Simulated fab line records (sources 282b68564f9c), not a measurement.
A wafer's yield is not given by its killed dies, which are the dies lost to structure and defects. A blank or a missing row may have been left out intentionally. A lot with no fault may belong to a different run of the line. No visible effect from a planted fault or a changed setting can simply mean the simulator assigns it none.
Comparing a struck lot with a sound one ; flow rit cmos ; 45 steps out of a route of 202
Sound: wafers L294.2, L294.3, L294.6. Wafers struck: L289.1, L289.3, L289.4. At the end, the cause is stated.
Each step with rows lists, per side, the tool, then ch with its chambers, then its first start. Under that, the readings that differ: sound wafers ; struck wafers ; difference of the means ; sigmas: that difference in standard deviations of wafers without a fault.
alike: readings whose means differ by less than 2 such deviations, and words and numbers that are the same on both sides. not compared: withheld readings, readings that some wafer has no value for, bounds like >300 that may hide the same value, and numbers for which the record gives no deviation and whose values overlap.
Wherever a step has rows on one side only, a row that says differs or no value, or a row with sigmas, the two part there. When numbers do not overlap yet have no deviation, they are printed without sigmas and do not part them. A reading missing from all wafers of one side parts the sides only when that side holds two or more wafers.

first, 1 step without rows for these wafers: RIT_ACTIVE_DEVELOP_10 (develop time 50 s).
RIT_ACTIVE_CD_MEAS_11: the cd target is 1400 nm.
  sound on cd sem-02 at day 5 09:55; struck on cd sem-01 at day 4 07:35
  alike: cd nm
then, 1 step without rows for these wafers: RIT_ACTIVE_HARDBAKE_12 (time 60 s).
RIT_ACTIVE_ETCH_13: etches Si3N4 in SF6, stops on SiO2, time 210 s, target depth 210 nm.
  sound on rie diel-02 ch 0,3, day 5 10:10; struck on rie diel-02 ch 0,1,3, day 4 07:51
  alike: drypump motor current A, oes product au, throttle valve pct
  not compared: rf hours counter h
RIT_ACTIVE_STRIP_14: strips in O2, time 180 s.
  sound on plasma asher-04 ch 0, day 5 10:17; struck on plasma asher-04 ch 0,1, day 4 07:59
  alike: drypump motor current A
  not compared: rf hours counter h
RIT_ACTIVE_CD_MEAS_90: the cd target is 1400 nm.
  sound on cd sem-01 at day 5 10:29; struck on cd sem-02 at day 4 08:10
  alike: cd nm
then, 4 steps without rows for these wafers: RIT_ACTIVE_CLEAN_15 (cleans in SC1, time 600 s); RIT_ACTIVE_CLEAN_16 (cleans in dHF, time 30 s); RIT_ACTIVE_CLEAN_17 (cleans in SC2, time 600 s); RIT_FOX1_OXIDATION_00 (target thk 350.7 nm, ox time 1130 s).
RIT_FOX1_THK_MEAS_01:
  sound on film metro-03 at day 5 12:43; struck on film metro-04 at day 4 11:01
reading;sound;struck;difference;sigmas
FOX1_OXIDE_THK (nm);348 347 349;331 332 337;-15;-2
then, 1 step without rows for these wafers: RIT_FOX1_WET_ETCH_02 (etches SiO2 in BOE, target depth 350 nm, time 390 s).
RIT_FOX2_OXIDATION_00: target thk 350.7 nm, ox time 1130 s.
  sound on furnace-01 ch 0, day 5 12:55; struck on furnace-03 ch 0, day 4 11:12
reading;sound;struck;difference;sigmas
spike tc centre C (C);1102.2 1101.7 1102.5;1121.3 1116.5 1117.3;+16.2;+16
spike tc load C (C);1130.4 1131.1 1131.0;1146.4 1145.2 1145.6;+14.9;+7
spike tc source C (C);1128.3 1128.6 1126.5;1142.8 1144.6 1144.5;+16.2;+7
tube center temp C (C);1100.2 1100 1100;1115.2 1115.1 1115;+15.0;+99 or more
tube_center_temp_C_max;1102.6 1103.2 1103.0;1118.0 1118.2 1118.0;+15.1;+32
model.SiO2_of_FOX2_OXIDATION_00.thk nm (nm);338.5 334.1 341.8;370.5 373.2 371.3;+33.5;
RIT_FOX2_THK_MEAS_01:
  sound on film metro-04 at day 5 14:14; struck on film metro-04 at day 4 12:31
reading;sound;struck;difference;sigmas
FOX2_OXIDE_THK (nm);338 334 342;371 374 371;+34;+6
then, 2 steps without rows for these wafers: RIT_FOX2_CLEAN_02 (cleans in dHF, time 180 s); RIT_FOX2_WET_ETCH_03 (etches Si3N4 in H3PO4, target depth 195 nm, time 2700 s).
RIT_FOX2_THK_MEAS_90:
  sound on film metro-04 at day 5 15:16; struck on film metro-04 at day 4 13:24
reading;sound;struck;difference;sigmas
FIELD_OXIDE_LEFT_1_THK (nm);311 307 315;343 346 344;+33;+6
then, 6 steps without rows for these wafers: RIT_NWELL_HMDS_00 (prime time 60 s); RIT_NWELL_COAT_01 (resist thk 1300 nm); RIT_NWELL_SOFTBAKE_02 (time 60 s); RIT_NWELL_EXPOSE_03 (exposes mask M2, target cd 43900 nm); RIT_NWELL_PEB_04; RIT_NWELL_DEVELOP_05 (develop time 68 s).
RIT_NWELL_OVL_MEAS_06:
  sound on overlay-01 at day 5 16:31; struck on overlay-02 at day 4 14:35
  alike: NWELL_OVL
then, 2 steps without rows for these wafers: RIT_NWELL_HARDBAKE_07 (time 120 s); RIT_NWELL_IMPLANT_08.
RIT_NWELL_STRIP_09: strips in O2, time 180 s.
  sound on plasma asher-03 ch 0,1, day 5 17:08; struck on plasma asher-01 ch 0,1, day 4 15:01
  alike: drypump motor current A
  not compared: rf hours counter h
RIT_NWELL_TW_MEAS_10:
  sound on film metro-04 at day 5 17:19; struck on film metro-01 at day 4 15:12
  alike: NWELL_TW
then, 6 steps without rows for these wafers: RIT_PWELL_HMDS_00 (prime time 60 s); RIT_PWELL_COAT_01 (resist thk 1300 nm); RIT_PWELL_SOFTBAKE_02 (time 60 s); RIT_PWELL_EXPOSE_03 (exposes mask M3, target cd 43700 nm); RIT_PWELL_PEB_04; RIT_PWELL_DEVELOP_05 (develop time 68 s).
RIT_PWELL_OVL_MEAS_06:
  sound on overlay-02 at day 5 18:25; struck on overlay-01 at day 4 16:16
  alike: PWELL_OVL
then, 2 steps without rows for these wafers: RIT_PWELL_HARDBAKE_07 (time 120 s); RIT_PWELL_IMPLANT_08.
RIT_PWELL_STRIP_09: strips in O2, time 180 s.
  sound on plasma asher-02 ch 0,1, day 5 18:51; struck on plasma asher-02 ch 0,1, day 4 16:42
  alike: drypump motor current A
  not compared: rf hours counter h
RIT_PWELL_TW_MEAS_10:
  sound on film metro-04 at day 5 19:02; struck on film metro-01 at day 4 16:52
  alike: PWELL_TW
then, 1 step without rows for these wafers: RIT_WELLDRIVE_ANNEAL_00 (time 14700 s).
RIT_WELLDRIVE_RS_MEAS_01: measures by four-point-probe.
  sound on film metro-04 at day 6 00:13; struck on film metro-04 at day 4 23:19
  alike: NWELL_RS
RIT_WELLDRIVE_RS_MEAS_02: measures by four-point-probe.
  sound on film metro-04 at day 6 00:20; struck on film metro-04 at day 4 23:26
  alike: PWELL_RS
RIT_FOX2_THK_MEAS_91:
  sound on film metro-04 at day 6 04:08; struck on film metro-04 at day 5 03:05
reading;sound;struck;difference;sigmas
FIELD_OXIDE_LEFT_2_THK (nm);243 238 246;274 277 275;+33;+6
RIT_SILICIDE_WET_ETCH_00: etches SiO2 in BOE, target depth 14 nm, time 15 s.
  sound on wet bench-01 ch 0, day 7 02:27; struck on wet bench-01 ch 1, day 6 00:59
reading;sound;struck;difference;sigmas
model.SiO2_of_FOX2_OXIDATION_00.thk nm (nm);137.7 133.4 140;169.4 172.8 170.5;+33.9;
RIT_M1_PROBE_99:
  sound on prober-02 at day 7 09:24; struck on prober-01 at day 6 08:00
reading;sound;struck;difference;sigmas
model.etest.nldd.width nm (nm);3196 3199 3201;3176 3164 3177;-26;
model.etest.pwell.rs ohm sq;414 408.8 416;418.9 420.8 426.3;+9.1;
model.etest.field n.vt v (V);33.03 32.51 33.47;37.21 37.55 37.32;+4.36;
  alike: killed at contacts, killed at front end, killed dies, killed open, killed short
  not compared: model.etest.pldd.width nm

WHERE THEY PART
First at RIT_FOX1_THK_MEAS_01; last, within this record, at RIT_FOX2_THK_MEAS_91. Later steps at which nothing parts them and some readings are alike: RIT_M1_PROBE_99.

WHY: what had been put in by the simulator
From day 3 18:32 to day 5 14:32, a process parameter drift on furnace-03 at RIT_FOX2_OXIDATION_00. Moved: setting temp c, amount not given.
